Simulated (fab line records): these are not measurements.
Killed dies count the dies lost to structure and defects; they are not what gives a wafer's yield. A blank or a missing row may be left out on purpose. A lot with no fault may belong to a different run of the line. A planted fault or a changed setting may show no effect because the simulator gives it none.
Comparing a struck lot with a sound one + flow rit-cmos + 17 out of 202 route steps
Sound: wafers L873.1, L873.2, L873.3. Struck: wafer L879.1 (L879.2, L879.3, from the same lot, were not struck and are left out); the cause is given at the end.
Per side, at each step with rows, come the tool, then ch with its chambers, and then its first start. Under that, the readings that differ: sound wafers + struck wafers + difference of the means + sigmas: that difference in standard deviations of wafers without a fault.
alike: words and numbers the same on both sides, and readings whose means are apart by under 2 such deviations; not compared: readings that were withheld, readings missing a value for some wafer, numbers with overlapping values and no deviation given by the record, and bounds like >300 which may hide the same value.
Wherever a step has rows on one side only, a row that says differs or no value, or a row with sigmas, the two part there. When numbers do not overlap yet have no deviation, they are printed without sigmas and do not part them. A reading that every wafer of one side lacks parts them only if that side has two wafers or more.

first, 1 step without rows for these wafers: RIT_PSD_IMPLANT_08.
RIT_PSD_STRIP_09: strips in O2, time 180 s.
  sound on plasma-asher-03 ch 0,1, day 3 15:35; struck on plasma-asher-03 ch 0, day 5 01:33
| reading                        | sound          | struck | difference | sigmas |
|--------------------------------|----------------|--------|------------|--------|
| chamber-pressure-mTorr (mTorr) | 3999 4007 4000 | 3995   | -7         | -2     |
  alike: drypump-motor-current-A
  not compared: rf-hours-counter-h
RIT_PSD_TW_MEAS_10:
  sound on film-metro-04 at day 3 15:46; struck on film-metro-03 at day 5 01:43
| reading | sound          | struck | difference | sigmas |
|---------|----------------|--------|------------|--------|
| PSD_TW  | 3456 3488 3470 | 3412   | -59        | -2     |
then, 3 steps without rows for these wafers: RIT_SDANNEAL_CLEAN_00 (cleans in SC1, time 600 s); RIT_SDANNEAL_CLEAN_01 (cleans in dHF, time 30 s); RIT_SDANNEAL_CLEAN_02 (cleans in SC2, time 600 s).
RIT_SDANNEAL_RTA_03: time 5 s.
  sound on rtp-anneal-01 ch 0, day 3 16:11; struck on rtp-anneal-01 ch 0, day 5 02:09
  alike: chamber-o2-ppm, wafer_temp_C_max
RIT_SDANNEAL_RS_MEAS_04: the measuring method here is four-point-probe.
  sound on film-metro-01 at day 3 16:15; struck on film-metro-04 at day 5 02:13
  alike: PSD_RS
RIT_SDANNEAL_RS_MEAS_05: the measuring method here is four-point-probe.
  sound on film-metro-01 at day 3 16:22; struck on film-metro-04 at day 5 02:20
  alike: NSD_RS
RIT_SDANNEAL_RS_MEAS_06: the measuring method here is four-point-probe.
  sound on film-metro-01 at day 3 16:29; struck on film-metro-04 at day 5 02:27
  alike: PLDD_RS
RIT_SDANNEAL_RS_MEAS_07: the measuring method here is four-point-probe.
  sound on film-metro-01 at day 3 16:37; struck on film-metro-04 at day 5 02:34
  alike: NLDD_RS
then, 1 step without rows for these wafers: RIT_SILICIDE_WET_ETCH_00 (etches SiO2 in BOE, target depth 14 nm, time 15 s).
RIT_SILICIDE_SPUTTER_01: material Ti, target thk 30 nm, time 240 s.
  sound on pvd-sputter-01 at day 3 16:44; struck on pvd-sputter-01 at day 5 02:42
| reading                                     | sound             | struck | difference | sigmas |
|---------------------------------------------|-------------------|--------|------------|--------|
| model.Ti_of_SILICIDE_SPUTTER_01.thk-nm (nm) | 30.31 29.91 30.23 | 31.26  | +1.11      |        |
  alike: substrate-temp-c, throttle-valve-pct
RIT_SILICIDE_RS_MEAS_02: the measuring method here is four-point-probe.
  sound on film-metro-02 at day 3 16:53; struck on film-metro-03 at day 5 02:51
| reading                 | sound          | struck | difference | sigmas |
|-------------------------|----------------|--------|------------|--------|
| SILICIDE_TI_RS (ohm/sq) | 47.2 48.1 47.4 | 45.5   | -2.1       | -4     |
RIT_SILICIDE_THK_MEAS_03: measures by xrf.
  sound on film-metro-02 at day 3 17:01; struck on film-metro-03 at day 5 02:58
| reading              | sound             | struck | difference | sigmas |
|----------------------|-------------------|--------|------------|--------|
| SILICIDE_TI_THK (nm) | 30.59 30.24 30.58 | 31.72  | +1.25      | +4     |
RIT_SILICIDE_RTA_04: time 10 s, ramp up 5 s, ramp down 5 s.
  sound on rtp-anneal-02 ch 0, day 3 17:04; struck on rtp-anneal-02 ch 0, day 5 03:02
  alike: chamber-o2-ppm, wafer_temp_C_max
RIT_M1_PROBE_99:
  sound on prober-01 at day 3 23:37; struck on prober-02 at day 5 09:53
| reading                              | sound             | struck | difference | sigmas |
|--------------------------------------|-------------------|--------|------------|--------|
| model.etest.contact-nplus.end-ohm-um | 41.88 41.24 40.66 | 45.51  | +4.25      |        |
| model.etest.contact-pplus.end-ohm-um | 43.83 43.69 43.32 | 45.86  | +2.25      |        |
| model.etest.npoly-line.rs-ohm-sq     | 16.85 16.95 16.86 | 16.5   | -0.4       |        |
| model.etest.ppoly-line.rs-ohm-sq     | 16.3 16.53 16.1   | 15.96  | -0.35      |        |
| model.etest.npoly-sal.rs-ohm-sq      | 4.316 4.384 4.299 | 4.153  | -0.180     |        |
| model.etest.ppoly-sal.rs-ohm-sq      | 4.279 4.36 4.262  | 4.138  | -0.162     |        |
| model.etest.pplus-sal.rs-ohm-sq      | 4.287 4.34 4.281  | 4.139  | -0.164     |        |
| model.etest.nplus-sal.rs-ohm-sq      | 4.236 4.336 4.261 | 4.163  | -0.115     |        |
  alike: killed-at-contacts, killed-at-front-end, killed-dies, killed-on-rim, killed-open, killed-short

== WHERE THEY PART ==
Earliest at RIT_PSD_STRIP_09; latest, in this record, at RIT_SILICIDE_THK_MEAS_03. Later steps at which nothing parts them and some readings are alike: RIT_SILICIDE_RTA_04, RIT_M1_PROBE_99.

WHY: what the simulator had put in
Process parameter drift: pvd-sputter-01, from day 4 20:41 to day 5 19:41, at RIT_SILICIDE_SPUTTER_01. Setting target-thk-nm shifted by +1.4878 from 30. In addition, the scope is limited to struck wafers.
